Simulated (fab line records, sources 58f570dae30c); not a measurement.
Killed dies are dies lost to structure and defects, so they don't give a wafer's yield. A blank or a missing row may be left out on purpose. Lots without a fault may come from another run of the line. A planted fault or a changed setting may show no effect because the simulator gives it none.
Problem report in the 8D (eight disciplines) form, filled by code | flow berkeley_cmos170 | the parts of the form that need people (team, actions taken, sign-off) are left out

1. THE PROBLEM
NSD_TW at UCB170_NSD_TW_MEAS_10 reads a mean of 4033 on 6 wafers of 2 lots; wafers without a fault read 4178 with a standard deviation of 23. That is -6.3 standard deviations from the usual mean.
First seen on wafer L493.2, day 9 19:38, on film_metro-04. The record holds 42 wafers of 14 lots with a number at this step. Rule for "out", or "out of limits": more than 4 standard deviations from the usual mean. The other wafers with a number count as sound.

2. WHAT IT IS AND WHAT IT IS NOT
question                    | is                           | is not
which readings at this step | NSD_TW                       | -
which lots                  | L493, L495                   | L478, L479, L480, L481, L482, L483, L484, L485, L486, L488, L491, L494
which wafers of those lots  | all that have a number       | -
read on which gauges        | film_metro-01, film_metro-04 | film_metro-03
when                        | from day 9 19:38             | up to then (33 sound wafers); but 3 sound wafers of L494 came after

3. SUSPECTS, AND WHAT RULES EACH OUT
Counting: a tool at a process step up to the reading stays a suspect if it ran every lot that is out and no sound lot after the first of them.
- the gauge at UCB170_NSD_TW_MEAS_10: ruled out. The wafers that are out were read on 2 gauges (film_metro-01, film_metro-04).
- implanter-02 at UCB170_NSD_IMPLANT_08: kept. It ran every lot that is out, first L493 (day 9 19:25), and no sound lot after that; its last sound lot up to then is L491 (day 9 12:37). Its own readings are out on those wafers: dose_ions_cm2, faraday_current_uA.
- plasma_asher-03 at UCB170_NSD_STRIP_09 (strips in O2): kept. It ran every lot that is out, first L493 (day 9 19:32), and no sound lot after that; its last sound lot up to then is L491 (day 9 12:44). Its own readings are out on those wafers: oes_product_au, strip_time_to_endpoint_s.
Left after counting: implanter-02 at UCB170_NSD_IMPLANT_08, plasma_asher-03 at UCB170_NSD_STRIP_09.

4. THE CAUSE (what the simulator had put in)
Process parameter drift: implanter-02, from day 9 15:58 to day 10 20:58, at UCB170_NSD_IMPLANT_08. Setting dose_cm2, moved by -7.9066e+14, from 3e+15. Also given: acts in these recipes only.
Counting left 2 suspects, and this tool is among them.

5. THE CHAIN OF EFFECTS, in route order
Each row: a reading whose mean over the struck wafers that have a number lies more than 3 standard deviations from the usual. Only readings for which the record gives a usual standard deviation are gone through. hours: the time from each lot's start at the first step in this table that gives one to its start at this step, as a median over the lots. sigmas: the change in usual standard deviations.
hours | step                       | reading                   | usual         | on struck wafers | change    | sigmas
0     | UCB170_NSD_IMPLANT_08      | dose_ions_cm2             | 3e+15         | 2e+15            | -8e+14    | -99 or more
0     | UCB170_NSD_IMPLANT_08      | end_station_pressure_torr | 1.26e-05 Torr | 1.03e-05         | -2.32e-06 | -3.4
0     | UCB170_NSD_IMPLANT_08      | faraday_current_uA        | 9266          | 6834             | -2432     | -14
0     | UCB170_NSD_STRIP_09        | oes_product_au            | 0.534 a.u.    | 0.562            | +0.028    | +5.5
0     | UCB170_NSD_STRIP_09        | strip_time_to_endpoint_s  | 35.79 s       | 33.05            | -2.74     | -33
0     | UCB170_NSD_TW_MEAS_10      | NSD_TW                    | 4178          | 4033             | -145      | -6.3
2     | UCB170_SDANNEAL_RS_MEAS_03 | NSD_RS                    | 37.27 ohm/sq  | 43.86            | +6.59     | +73
The process steps in it:
- UCB170_NSD_IMPLANT_08
- UCB170_NSD_STRIP_09: strips in O2.
Later measuring or inspecting steps at which every struck wafer that the step has a row for has a number for every such reading, and none has moved that far: UCB170_SILICIDE_THK_MEAS_03.

6. WHAT WOULD HAVE CAUGHT IT SOONER
In this record the first reading out of limits at a measuring or inspecting step was taken at day 9 19:38, 4 hours after the fault began at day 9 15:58.
The tool's own readings at UCB170_NSD_IMPLANT_08 were out on every struck wafer that the step has a row for (dose_ions_cm2, faraday_current_uA): an alarm limit on them would have fired on the first of those.
Of the lots that are out (2), L495 began UCB170_NSD_IMPLANT_08 on implanter-02 after day 9 19:38. A hold on the tool at that time would have spared it.
